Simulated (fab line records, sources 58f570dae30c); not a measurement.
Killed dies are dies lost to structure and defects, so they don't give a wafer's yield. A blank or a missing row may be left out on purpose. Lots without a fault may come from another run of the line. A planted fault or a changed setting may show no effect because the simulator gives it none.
fab line records | flow berkeley_cmos170
record lots=24 wafers=72 last_day=12
route steps=331 shown START@4 ACTIVE@73 PFIELD@85 NVT@112 GATE@131 V1@266
lots that met no fault: from a run of the same line without faults
start_h: hours from the record's first day to the start of the lot's first wafer shown | wait_h: hours since the lot's step before | " the same as in the row above | L1.1+2: a row that stands for several wafers | - no value, or no start given | * or withheld: withheld | < > ~ a bound
route shown NAME@n: a module of which the file shows steps, and the number in the route of the first | usual: mean/standard deviation of fault-free wafers | same: alike in all rows | chamber/n: place in a boat | sites: the reading at each site | _std_site: their standard deviation | _edge_site: outer sites' mean less inner sites' | radius_mm: how far each site lies from the wafer's centre | mask NAME#n: copy n | behind: the tool/chamber that last shaped the wafer | hold: why the lot was held/for how many hours/how that ended | device: the transistor (n, p or np) that didn't switch | end of line: the same wafers' tests at the end of the route | a step without rows: its recipe alone | killed: dies lost to structure and defects at the first sort, not the wafer's yield | map: a wafer's dies, x killed, . not, _ none there
set.NAME: the setting as run; set.NAME@STEP: as run at that earlier step | model.NAME: the simulator's own value behind a step, which no gauge read
steps of the route over a sample of lots; a table a step, a row a wafer
services: from which hour (start_h, from the record's first day; less than 0 if before it) a tool's chamber was out of use, for how many hours, and why
## steps
# step UCB170_START_THK_MEAS_03
# recipe reads=SiO2_of_START_OXIDATION_02
# usual START_OXIDE_THK=20.0/0.37
# columns lot.wafer tool chamber start_h wait_h START_OXIDE_THK[nm]
L074.3 film_metro-01 - 13.95 0.0 19.9
L074.4 " - " " 19.9
L074.6 " - " " 19.6
L075.2 film_metro-01 - 19.41 0.0 20.5
L075.5 " - " " 20.4
L075.6 " - " " 20.3
L076.1 film_metro-02 - 25.26 0.1 20.3
L076.2 " - " " 20.6
L076.6 " - " " 20.7
L077.1 film_metro-02 - 30.04 0.0 19.9
L077.2 " - " " 19.8
L077.6 " - " " 19.6
L078.1 film_metro-03 - 36.54 0.0 19.8
L078.3 " - " " 20.0
L078.6 " - " " 20.3
L079.1 film_metro-01 - 39.29 0.0 20.4
L079.4 " - " " 20.0
L079.5 " - " " 20.1
L080.3 film_metro-03 - 44.44 0.0 19.9
L080.5 " - " " 19.8
L080.6 " - " " 19.8
L081.1 film_metro-01 - 47.20 0.0 20.2
L081.3 " - " " 19.9
L081.4 " - " " 19.9
L082.2 film_metro-01 - 56.01 0.0 20.9
L082.4 " - " " 20.9
L082.5 " - " " 20.6
L083.2 film_metro-02 - 60.56 0.0 20.2
L083.3 " - " " 19.7
L083.5 " - " " 19.7
L084.1 film_metro-01 - 64.59 0.0 20.4
L084.2 " - " " 20.5
L084.5 " - " " 20.5
L085.2 film_metro-03 - 71.68 0.0 19.7
L085.3 " - " " 19.5
L085.4 " - " " 19.9
L086.3 film_metro-02 - 71.69 0.0 20.0
L086.5 " - " " 19.9
L086.6 " - " " 19.8
L087.1 film_metro-02 - 79.92 0.0 20.0
L087.2 " - " " 19.9
L087.3 " - " " 20.3
L088.1 film_metro-03 - 84.92 0.0 19.9
L088.4 " - " " 20.3
L088.5 " - " " 20.0
L089.1 film_metro-01 - 91.35 0.0 20.4
L089.2 " - " " 20.3
L089.4 " - " " 20.1
L090.1 film_metro-01 - 94.15 0.0 19.7
L090.5 " - " " 19.8
L090.6 " - " " 19.2
L091.1 film_metro-03 - 98.38 0.0 19.0
L091.3 " - " " 19.3
L091.6 " - " " 19.5
L092.1 film_metro-02 - 104.04 0.0 19.6
L092.2 " - " " 19.8
L092.6 " - " " 19.4
L093.1 film_metro-03 - 108.64 0.0 20.4
L093.3 " - " " 20.4
L093.4 " - " " 20.3
L094.3 film_metro-01 - 114.73 0.0 20.0
L094.4 " - " " 19.9
L094.5 " - " " 19.8
L095.2 film_metro-02 - 119.66 0.0 20.1
L095.3 " - " " 20.4
L095.5 " - " " 20.3
L096.3 film_metro-02 - 124.95 0.0 20.1
L096.5 " - " " 20.3
L096.6 " - " " 19.9
L097.3 film_metro-01 - 130.75 0.0 20.1
L097.5 " - " " 20.0
L097.6 " - " " 20.6
# step UCB170_ACTIVE_CD_MEAS_13
# recipe target_cd_nm=1200
# usual cd_nm=1200.7/1.6
# columns lot.wafer tool chamber start_h wait_h cd_nm
L074.3 cd_sem-02 - 81.02 - 1199.7
L074.4 " - " " 1199.7
L074.6 " - " " 1200.2
L075.2 cd_sem-02 - 84.03 - 1201.9
L075.5 " - " " 1199.8
L075.6 " - " " 1199.4
L076.1 cd_sem-01 - 84.56 - 1204.4
L076.2 " - " " 1205.4
L076.6 " - " " 1203.9
L077.1 cd_sem-02 - 95.55 - 1202.0
L077.2 " - " " 1202.3
L077.6 " - " " 1202.9
L079.1 cd_sem-02 - 102.21 - 1201.4
L079.4 " - " " 1201.6
L079.5 " - " " 1199.9
L078.1 cd_sem-01 - 102.25 - 1199.2
L078.3 " - " " 1200.2
L078.6 " - " " 1199.0
L081.1 cd_sem-01 - 106.19 - 1200.5
L081.3 " - " " 1200.5
L081.4 " - " " 1200.8
L080.3 cd_sem-01 - 106.47 - 1200.8
L080.5 " - " " 1201.2
L080.6 " - " " 1200.1
L082.2 cd_sem-02 - 122.53 - 1201.0
L082.4 " - " " 1202.3
L082.5 " - " " 1201.0
L084.1 cd_sem-01 - 131.55 - 1197.7
L084.2 " - " " 1196.2
L084.5 " - " " 1196.7
L085.2 cd_sem-02 - 131.93 - 1200.1
L085.3 " - " " 1198.9
L085.4 " - " " 1201.0
L086.3 cd_sem-01 - 132.11 - 1200.9
L086.5 " - " " 1199.7
L086.6 " - " " 1198.7
L083.2 cd_sem-02 - 132.17 - 1200.7
L083.3 " - " " 1200.8
L083.5 " - " " 1201.5
L087.1 cd_sem-01 - 143.15 - 1201.5
L087.2 " - " " 1200.6
L087.3 " - " " 1199.4
L089.1 cd_sem-01 - 150.15 - 1200.6
L089.2 " - " " 1200.7
L089.4 " - " " 1199.9
L088.1 cd_sem-02 - 150.66 - 1198.8
L088.4 " - " " 1200.1
L088.5 " - " " 1199.5
L090.1 cd_sem-02 - 160.85 - 1203.1
L090.5 " - " " 1202.8
L090.6 " - " " 1203.7
L091.1 cd_sem-01 - 161.13 - 1198.6
L091.3 " - " " 1199.4
L091.6 " - " " 1199.3
L092.1 cd_sem-02 - 168.18 - 1200.6
L092.2 " - " " 1200.3
L092.6 " - " " 1201.0
L093.1 cd_sem-02 - 168.42 - 1200.3
L093.3 " - " " 1200.7
L093.4 " - " " 1201.1
L096.3 cd_sem-02 - 180.00 - 1200.5
L096.5 " - " " 1200.2
L096.6 " - " " 1201.0
L095.2 cd_sem-01 - 180.09 - 1201.0
L095.3 " - " " 1200.8
L095.5 " - " " 1199.0
L094.3 cd_sem-02 - 180.24 - 1202.2
L094.4 " - " " 1201.8
L094.5 " - " " 1201.9
L097.3 cd_sem-02 - 193.44 - 1201.5
L097.5 " - " " 1200.5
L097.6 " - " " 1202.4
# step UCB170_PFIELD_OVL_MEAS_06
# usual PFIELD_OVL=0/5.6
# columns lot.wafer tool chamber start_h wait_h PFIELD_OVL[nm]
L074.3 overlay-02 - 83.33 - -10
L074.4 " - " " -11
L074.6 " - " " -6
L075.2 overlay-01 - 85.78 - 4
L075.5 " - " " 8
L075.6 " - " " 1
L076.1 overlay-01 - 86.22 - -8
L076.2 " - " " 3
L076.6 " - " " -5
L077.1 overlay-01 - 97.33 - 0
L077.2 " - " " 5
L077.6 " - " " 11
L079.1 overlay-02 - 104.85 - 0
L079.4 " - " " 7
L079.5 " - " " 9
L078.1 overlay-01 - 104.96 - 3
L078.3 " - " " 1
L078.6 " - " " -1
L081.1 overlay-02 - 109.00 - 4
L081.3 " - " " 5
L081.4 " - " " -7
L080.3 overlay-01 - 109.28 - 13
L080.5 " - " " 0
L080.6 " - " " 9
L082.2 overlay-01 - 124.60 - 6
L082.4 " - " " 10
L082.5 " - " " -2
L084.1 overlay-01 - 133.36 - -5
L084.2 " - " " 8
L084.5 " - " " -5
L086.3 overlay-01 - 134.37 - -5
L086.5 " - " " -11
L086.6 " - " " -6
L083.2 overlay-02 - 134.70 - -5
L083.3 " - " " 9
L083.5 " - " " 8
L085.2 overlay-02 - 134.92 - 5
L085.3 " - " " 3
L085.4 " - " " -3
L087.1 overlay-02 - 146.75 - 0
L087.2 " - " " 9
L087.3 " - " " 1
L089.1 overlay-01 - 151.96 - 3
L089.2 " - " " -2
L089.4 " - " " -6
L088.1 overlay-01 - 152.24 - 7
L088.4 " - " " -4
L088.5 " - " " 6
L090.1 overlay-02 - 163.79 - 3
L090.5 " - " " 1
L090.6 " - " " -2
L091.1 overlay-01 - 164.07 - -3
L091.3 " - " " 1
L091.6 " - " " 5
L092.1 overlay-01 - 170.01 - -1
L092.2 " - " " -6
L092.6 " - " " -7
L093.1 overlay-02 - 170.12 - -3
L093.3 " - " " 4
L093.4 " - " " -2
L094.3 overlay-01 - 183.46 - -2
L094.4 " - " " -12
L094.5 " - " " -1
L095.2 overlay-02 - 183.55 - -6
L095.3 " - " " -14
L095.5 " - " " -10
L096.3 overlay-01 - 183.73 - -2
L096.5 " - " " -2
L096.6 " - " " -1
L097.3 overlay-02 - 195.44 - 2
L097.5 " - " " 8
L097.6 " - " " 3
# step UCB170_NVT_STRIP_08
# recipe chemistry=O2 power_w=400 pressure_mtorr=3500 platen_temp_c=withheld o2_flow_sccm=400 overash_fraction=0.5
# usual drypump_motor_current_A=5.75/0.15 oes_product_au=0.735/0.0044 strip_time_to_endpoint_s=21.65/0.063
# columns lot.wafer tool chamber start_h wait_h drypump_motor_current_A oes_product_au rf_hours_counter_h strip_time_to_endpoint_s
L074.3 plasma_asher-04 0 110.36 0.1 5.78 0.730 - 21.75
L074.4 " 1 " " 5.98 0.731 - 21.82
L074.6 " 0 " " 5.77 0.734 - 21.76
L075.2 plasma_asher-03 1 110.41 0.1 5.51 0.735 32 21.81
L075.5 " 1 " " 5.46 0.734 - 21.82
L075.6 " 0 " " 5.85 0.730 - 21.86
L076.1 plasma_asher-04 1 110.69 0.1 5.96 0.729 40 21.67
L076.2 " 0 " " 5.74 0.735 40 21.65
L076.6 " 1 " " 5.98 0.738 - 21.63
L077.1 plasma_asher-03 1 122.98 0.1 5.49 0.733 33 21.69
L077.2 " 0 " " 5.83 0.727 33 21.66
L077.6 " 0 " " 5.84 0.737 - 21.67
L078.1 plasma_asher-02 0 131.81 0.1 5.63 0.734 1 21.65
L078.3 " 1 " " 5.75 0.748 - 21.67
L078.6 " 0 " " 5.63 0.731 - 21.63
L079.1 plasma_asher-03 0 131.98 0.1 5.85 0.736 35 21.63
L079.4 " 0 " " 5.82 0.741 - 21.62
L079.5 " 0 " " 5.85 0.735 - 21.64
L080.3 plasma_asher-04 1 137.76 0.1 5.98 0.728 - 21.71
L080.5 " 0 " " 5.78 0.739 - 21.76
L080.6 " 1 " " 5.94 0.730 - 21.72
L081.1 plasma_asher-03 0 137.88 0.1 5.84 0.736 35 21.64
L081.3 " 0 " " 5.85 0.740 - 21.62
L081.4 " 1 " " 5.42 0.736 - 21.63
L082.2 plasma_asher-04 1 153.68 0.1 5.91 0.736 45 21.65
L082.4 " 0 " " 5.76 0.729 - 21.71
L082.5 " 0 " " 5.78 0.740 - 21.65
L083.2 plasma_asher-04 0 159.92 0.1 5.78 0.735 46 21.58
L083.3 " 1 " " 5.94 0.728 - 21.53
L083.5 " 1 " " 5.97 0.739 - 21.59
L086.3 plasma_asher-02 1 160.13 0.1 5.80 0.729 - 21.54
L086.5 " 0 " " 5.63 0.730 - 21.58
L086.6 " 1 " " 5.79 0.738 - 21.58
L085.2 plasma_asher-04 1 160.37 0.1 5.94 0.734 46 21.65
L085.3 " 1 " " 5.92 0.735 - 21.70
L085.4 " 0 " " 5.77 0.729 - 21.66
L084.1 plasma_asher-02 1 160.42 0.1 5.81 0.737 5 21.65
L084.2 " 0 " " 5.63 0.730 5 21.61
L084.5 " 1 " " 5.78 0.732 - 21.62
L087.1 plasma_asher-04 0 178.49 0.1 5.77 0.738 48 21.78
L087.2 " 1 " " 5.93 0.734 48 21.66
L087.3 " 1 " " 5.92 0.737 - 21.65
L089.1 plasma_asher-04 0 183.92 0.1 5.78 0.733 49 21.55
L089.2 " 1 " " 5.97 0.745 49 21.52
L089.4 " 1 " " 5.97 0.728 - 21.59
L088.1 plasma_asher-02 0 184.18 0.1 5.64 0.736 8 21.64
L088.4 " 1 " " 5.78 0.744 - 21.63
L088.5 " 1 " " 5.82 0.740 - 21.57
L091.1 plasma_asher-02 1 190.52 0.1 5.75 0.738 9 21.66
L091.3 " 1 " " 5.76 0.725 - 21.70
L091.6 " 0 " " 5.63 0.726 - 21.72
L090.1 plasma_asher-03 0 190.53 0.1 5.88 0.729 40 21.61
L090.5 " 0 " " 5.85 0.735 - 21.58
L090.6 " 1 " " 5.47 0.734 - 21.60
L092.1 plasma_asher-04 1 196.66 0.1 5.98 0.735 50 21.65
L092.2 " 0 " " 5.75 0.733 50 21.66
L092.6 " 0 " " 5.72 0.735 - 21.71
L093.1 plasma_asher-02 0 196.90 0.1 5.61 0.734 9 21.66
L093.3 " 1 " " 5.78 0.734 - 21.71
L093.4 " 0 " " 5.63 0.730 - 21.70
L094.3 plasma_asher-04 0 212.27 0.1 5.72 0.737 - 21.62
L094.4 " 1 " " 5.91 0.735 - 21.59
L094.5 " 0 " " 5.76 0.736 - 21.65
L095.2 plasma_asher-03 1 212.37 0.1 5.47 0.731 43 21.67
L095.3 " 1 " " 5.46 0.728 - 21.69
L095.5 " 0 " " 5.86 0.742 - 21.71
L096.3 plasma_asher-02 1 212.50 0.1 5.76 0.728 - 21.70
L096.5 " 0 " " 5.61 0.739 - 21.69
L096.6 " 1 " " 5.81 0.739 - 21.62
L097.3 plasma_asher-03 0 218.91 0.1 5.84 0.733 - 21.61
L097.5 " 0 " " 5.84 0.746 - 21.64
L097.6 " 1 " " 5.45 0.737 - 21.60
# step UCB170_GATE_THK_MEAS_05
# recipe reads=poly-Si_of_GATE_CVD_04
# usual GATE_POLY_THK=214.4/2.3
# columns lot.wafer tool chamber start_h wait_h GATE_POLY_THK[nm]
L076.1 film_metro-04 - 124.83 0.0 217.3
L076.2 " - " " 216.4
L076.6 " - " " 214.5
L075.2 film_metro-02 - 124.83 0.0 214.0
L075.5 " - " " 213.8
L075.6 " - " " 212.9
L074.3 film_metro-01 - 124.84 0.0 211.0
L074.4 " - " " 211.4
L074.6 " - " " 211.1
L077.1 film_metro-02 - 133.63 0.0 214.9
L077.2 " - " " 215.8
L077.6 " - " " 215.1
L078.1 film_metro-04 - 142.69 0.0 210.4
L078.3 " - " " 211.8
L078.6 " - " " 211.8
L079.1 film_metro-02 - 142.69 0.0 214.5
L079.4 " - " " 215.5
L079.5 " - " " 214.5
L081.1 film_metro-02 - 149.87 0.0 216.9
L081.3 " - " " 216.1
L081.4 " - " " 216.4
L080.3 film_metro-04 - 149.89 0.0 213.6
L080.5 " - " " 212.6
L080.6 " - " " 212.8
L082.2 film_metro-01 - 167.37 0.0 218.8
L082.4 " - " " 216.5
L082.5 " - " " 217.9
L083.2 film_metro-01 - 172.16 0.0 217.3
L083.3 " - " " 217.0
L083.5 " - " " 217.8
L085.2 film_metro-04 - 172.16 0.0 213.0
L085.3 " - " " 214.9
L085.4 " - " " 213.1
L086.3 film_metro-02 - 172.17 0.0 216.2
L086.5 " - " " 217.9
L086.6 " - " " 218.1
L084.1 film_metro-04 - 172.21 0.1 213.1
L084.2 " - " " 214.1
L084.5 " - " " 213.8
L087.1 film_metro-04 - 190.64 0.0 213.2
L087.2 " - " " 212.7
L087.3 " - " " 213.2
L088.1 film_metro-01 - 197.59 0.0 214.9
L088.4 " - " " 214.5
L088.5 " - " " 213.5
L089.1 film_metro-02 - 197.59 0.0 212.8
L089.2 " - " " 213.2
L089.4 " - " " 213.3
L090.1 film_metro-01 - 206.14 0.0 215.8
L090.5 " - " " 215.9
L090.6 " - " " 215.9
L091.1 film_metro-04 - 206.14 0.0 215.7
L091.3 " - " " 218.1
L091.6 " - " " 216.1
L092.1 film_metro-02 - 210.63 0.0 212.0
L092.2 " - " " 211.9
L092.6 " - " " 211.6
L093.1 film_metro-01 - 210.63 0.0 209.7
L093.3 " - " " 209.4
L093.4 " - " " 212.5
L095.2 film_metro-01 - 226.56 0.0 215.0
L095.3 " - " " 214.0
L095.5 " - " " 214.4
L094.3 film_metro-02 - 226.57 0.0 215.7
L094.4 " - " " 215.1
L094.5 " - " " 215.2
L096.3 film_metro-04 - 226.57 0.0 214.2
L096.5 " - " " 215.7
L096.6 " - " " 213.1
L097.3 film_metro-04 - 233.20 0.0 214.3
L097.5 " - " " 213.3
L097.6 " - " " 213.7
# step UCB170_V1_CD_MEAS_12
# recipe target_cd_nm=700
# usual cd_nm=699.3/1.3
# columns lot.wafer tool chamber start_h wait_h cd_nm
L074.3 cd_sem-01 - 155.28 - 700.9
L074.4 " - " " 700.5
L074.6 " - " " 701.2
L076.1 cd_sem-01 - 155.79 - 697.4
L076.2 " - " " 697.0
L076.6 " - " " 697.1
L075.2 cd_sem-02 - 156.07 - 698.8
L075.5 " - " " 699.2
L075.6 " - " " 697.6
L077.1 cd_sem-02 - 164.34 - 701.6
L077.2 " - " " 701.4
L077.6 " - " " 700.1
L078.1 cd_sem-01 - 173.80 - 698.7
L078.3 " - " " 698.3
L078.6 " - " " 699.6
L079.1 cd_sem-02 - 174.12 - 698.3
L079.4 " - " " 699.1
L079.5 " - " " 700.1
L081.1 cd_sem-02 - 182.99 - 696.1
L081.3 " - " " 697.3
L081.4 " - " " 696.7
L080.3 cd_sem-01 - 183.05 - 698.4
L080.5 " - " " 700.1
L080.6 " - " " 697.8
L082.2 cd_sem-01 - 195.40 - 699.3
L082.4 " - " " 698.2
L082.5 " - " " 697.9
L086.3 cd_sem-01 - 198.72 - 700.2
L086.5 " - " " 700.8
L086.6 " - " " 699.7
L084.1 cd_sem-02 - 201.20 - 699.2
L084.2 " - " " 698.5
L084.5 " - " " 697.1
L085.2 cd_sem-01 - 201.58 - 698.1
L085.3 " - " " 699.9
L085.4 " - " " 697.9
L083.2 cd_sem-01 - 201.82 - 699.4
L083.3 " - " " 699.8
L083.5 " - " " 699.4
L087.1 cd_sem-01 - 224.42 - 699.5
L087.2 " - " " 701.0
L087.3 " - " " 701.7
L089.1 cd_sem-01 - 224.72 - 699.6
L089.2 " - " " 699.8
L089.4 " - " " 698.9
L088.1 cd_sem-02 - 229.20 - 699.1
L088.4 " - " " 698.6
L088.5 " - " " 699.1
L090.1 cd_sem-02 - 234.35 - 701.2
L090.5 " - " " 699.5
L090.6 " - " " 701.3
L091.1 cd_sem-01 - 234.90 - 697.2
L091.3 " - " " 698.5
L091.6 " - " " 698.2
L092.1 cd_sem-02 - 239.94 - 699.7
L092.2 " - " " 699.5
L092.6 " - " " 699.7
L093.1 cd_sem-02 - 240.11 - 699.7
L093.3 " - " " 699.4
L093.4 " - " " 698.9
L095.2 cd_sem-02 - 259.36 - 699.0
L095.3 " - " " 699.4
L095.5 " - " " 700.5
L096.3 cd_sem-01 - 259.38 - 700.5
L096.5 " - " " 700.7
L096.6 " - " " 701.0
L094.3 cd_sem-01 - 259.66 - 698.3
L094.4 " - " " 698.3
L094.5 " - " " 698.0
L097.3 cd_sem-01 - 263.89 - 701.9
L097.5 " - " " 700.3
L097.6 " - " " 701.0
## services
# columns tool chamber start_h hours kind
plasma_asher-02 - 108.75 9.0 pm
plasma_asher-02 0 108.75 9.0 vent_cycle
plasma_asher-02 1 108.75 9.0 vent_cycle
plasma_asher-02 0 117.75 - clean
plasma_asher-02 1 117.75 - clean
plasma_asher-03 - 159.30 5.2 repair
## key
fault none
